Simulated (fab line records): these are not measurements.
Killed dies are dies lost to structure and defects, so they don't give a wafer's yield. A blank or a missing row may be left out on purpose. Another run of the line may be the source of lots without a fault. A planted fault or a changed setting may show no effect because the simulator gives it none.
Code-filled problem report in 8D (eight disciplines) form :: flow berkeley-cmos170 :: the parts of the form that need people (team, actions taken, sign-off) are left out

## 1. THE PROBLEM
At UCB170_PLDD_CD_MEAS_06, cd-nm averages 1187.1 nm over 9 wafers from 3 lots, while fault-free wafers read 1200.6 nm, standard deviation 1.3. Relative to the usual mean, that is a shift of -10 standard deviations.
The step: target cd 1200 nm.
The first sign was on wafer L428.4 at day 9 16:13, on cd-sem-02. The record holds 45 wafers of 15 lots with a number at this step. The rule behind "out" and "out of limits": a value lying over 4 standard deviations away from the usual mean. The other wafers with a number count as sound.

## 2. WHAT IT IS, WHAT IT ISN'T
question: which readings at this step
is: cd-nm
is not: -

question: which lots
is: L428, L429, L431
is not: L418, L419, L420, L421, L422, L424, L425, L427, L430, L432, L438, L441

question: which wafers of those lots
is: all that have a number
is not: -

question: read on which gauges
is: cd-sem-01, cd-sem-02
is not: -

question: when
is: from day 9 16:13
is not: up to then (27 sound wafers); but 9 sound wafers of L432, L438, L441 came after

## 3. SUSPECTS, AND WHAT RULES EACH OUT
Counting: any tool at a process step up to the reading is kept as a suspect provided that every lot that is out went through it and no sound lot did after the first of them.
- the gauge at UCB170_PLDD_CD_MEAS_06 has been ruled out. Those wafers that are out were read across 2 gauges (cd-sem-01, cd-sem-02).
- krf-scanner-02 at UCB170_PLDD_EXPOSE_03 (exposes mask PSELECT, target cd 1200 nm): kept. Every lot that is out went through it, starting with L428 (day 9 15:26), and after that it ran no sound lot; the last sound lot it ran before then is L430 (day 9 15:08). Out on those wafers are its own readings of exposure-dose-mJ-cm2.
The count leaves krf-scanner-02 at UCB170_PLDD_EXPOSE_03.

## 4. THE CAUSE (what the simulator had put in)
Process parameters drifting: krf-scanner-02 at UCB170_PLDD_EXPOSE_03, beginning at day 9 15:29. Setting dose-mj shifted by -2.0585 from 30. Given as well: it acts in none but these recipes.
After counting, this tool was the only one left.

## 5. THE EFFECT CHAIN, in route order
Each row: a reading where the mean over the struck wafers with a number is more than 3 standard deviations away from the usual. Only readings for which the record gives a usual standard deviation are gone through. hours: the time from each lot's start at the first step in this table that gives one to its start at this step, as a median over the lots. sigmas: the change in usual standard deviations.
hours: 0
step: UCB170_PLDD_EXPOSE_03
reading: exposure-dose-mJ-cm2
usual: 29.98
on struck wafers: 27.90
change: -2.08
sigmas: -67

hours: 1
step: UCB170_PLDD_CD_MEAS_06
reading: cd-nm
usual: 1200.6 nm
on struck wafers: 1187.1
change: -13.5
sigmas: -10
The process steps in it:
- UCB170_PLDD_EXPOSE_03: exposes mask PSELECT, target cd 1200 nm.

## 6. HOW IT WOULD HAVE BEEN CAUGHT EARLIER
In this record the first reading out of limits at a measuring or inspecting step was taken at day 9 16:13, 1 hour after the fault began at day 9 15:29.
At UCB170_PLDD_EXPOSE_03, the tool's own readings (exposure-dose-mJ-cm2) were out on each struck wafer the step has a row for, so an alarm limit on them would have fired on the first such wafer.
Lots out: 3; all had begun UCB170_PLDD_EXPOSE_03 on krf-scanner-02 by day 9 16:13. A hold on the tool at that time would have spared none of them.
